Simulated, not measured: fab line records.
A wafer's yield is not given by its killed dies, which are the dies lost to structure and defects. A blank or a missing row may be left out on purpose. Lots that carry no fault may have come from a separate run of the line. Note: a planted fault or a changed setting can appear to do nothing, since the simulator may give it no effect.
Which tool did it? -- flow berkeleyCmos170 -- 7 lots with 21 wafers sampled at 3 steps, on a route of 331 steps

## WHAT THE GAUGES READ, wafer by wafer
UCB170_M3_OVL_MEAS_16.
lot,measured,on,M3_OVL (nm)
L706,day 8 20:26,overlay-02,2 4 -5
L708,day 10 02:34,overlay-02,-6 -8 -4
L716,day 11 10:13,overlay-02,- - -
L717,day 11 13:23,overlay-02,- - -
L720,day 12 02:37,overlay-02,1 5 -7
L725,day 12 20:19,overlay-02,4 1 4
L724,day 13 16:13,overlay-02,5 10 6

## WHAT TOOL EACH LOT RAN ON (gives the tool, then ch and the chambers of the sampled wafers, and finally the start)
lot,UCB170_V2_CMP_02,UCB170_M3_DEVELOP_14
L706,"cmp-02 ch 1,3, day 8 15:22","lithoTrack-01 ch 0, day 8 20:00"
L708,"cmp-02 ch 0,2,3, day 9 20:40","lithoTrack-02 ch 0, day 10 02:00"
L716,"cmp-01 ch 0,1,3, day 11 05:20","lithoTrack-01, day 11 09:00"
L717,"cmp-01 ch 0,1, day 11 08:40","lithoTrack-03, day 11 13:00"
L720,"cmp-01 ch 0,1,3, day 11 22:01","lithoTrack-03 ch 0, day 12 02:00"
L725,"cmp-02 ch 1,2, day 12 15:38","lithoTrack-03 ch 0, day 12 20:00"
L724,"cmp-02 ch 0,1,2, day 13 11:53","lithoTrack-03 ch 0, day 13 15:00"
- UCB170_V2_CMP_02: polishes SiO2.
- UCB170_M3_DEVELOP_14: develop time 45 s.

## THE ANSWER, worked out from the rows above alone
Rule: what is usual is taken from the lots themselves. The widest of any qualifying gaps counts: lots, ordered by their means at a reading, are off when they make up no more than a third of the lots, leave a main group of 4 or more, and stand apart from it by 3 or more times the standard deviation of that group's means. If all means in a main group match to the digits the tables above print for the reading, that group is not used. Also off: a lot with no number at a reading for which 4 or more lots have one. Any other lot the step has rows for is counted as sound.
Off: at UCB170_M3_OVL_MEAS_16 (M3_OVL), L716, L717. Without a number there: L716, L717. For the main group the mean is 1 nm and the standard deviation 4.3.
A tool fits if, at a process step before that reading, it ran every lot that is off, and no sound lot after the first of them. Those tools and the gauges at UCB170_M3_OVL_MEAS_16 are tried in the same way. None of those tried fits.

## WHAT THE SIMULATOR HAD INSERTED
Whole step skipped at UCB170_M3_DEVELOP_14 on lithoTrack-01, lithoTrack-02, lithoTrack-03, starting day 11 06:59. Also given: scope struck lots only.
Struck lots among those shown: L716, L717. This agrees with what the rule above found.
